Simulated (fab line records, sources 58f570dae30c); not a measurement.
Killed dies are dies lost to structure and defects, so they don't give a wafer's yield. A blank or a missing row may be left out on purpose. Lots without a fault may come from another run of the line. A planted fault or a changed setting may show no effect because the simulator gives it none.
Which tool did it? | flow berkeley_cmos170 | 7 lots, 21 wafers sampled, at 1 step of a route of 331

WHAT THE GAUGES READ, wafer by wafer
UCB170_WELLDRIVE_THK_MEAS_02.
lot  | measured    | on            | WELLDRIVE_OXIDE_THK (nm)
L712 | day 4 05:45 | film_metro-03 | 198 195 199
L714 | day 4 18:52 | film_metro-01 | 203 205 205
L717 | day 5 06:43 | film_metro-01 | 194 194 194
L718 | day 5 14:53 | film_metro-04 | 205 200 202
L726 | day 7 08:59 | film_metro-03 | 200 199 197
L729 | day 8 05:29 | film_metro-03 | 193 199 197
L731 | day 8 19:41 | film_metro-04 | 197 194 197

WHICH TOOL RAN EACH LOT (tool, then ch and the chambers of the sampled wafers, then the start)
The record holds no process step before these readings.

THE ANSWER, worked out from the rows above alone
Rule: what is usual is taken from the lots themselves. Put in order of their means at a reading, lots are off if they are a third of the lots or fewer, leave a main group of 4 or more, and stand apart from it by a gap of 3 or more times the standard deviation of the main group's means; of several such gaps the widest counts. A main group whose means are all the same, to the digits that the tables above print for the reading, isn't used. A lot without any number at a reading at which 4 lots or more have one is off too. The other lots that the step has rows for count as sound.
No lot is off at any reading shown: from this, nothing can be told.

WHAT THE SIMULATOR HAD PUT IN
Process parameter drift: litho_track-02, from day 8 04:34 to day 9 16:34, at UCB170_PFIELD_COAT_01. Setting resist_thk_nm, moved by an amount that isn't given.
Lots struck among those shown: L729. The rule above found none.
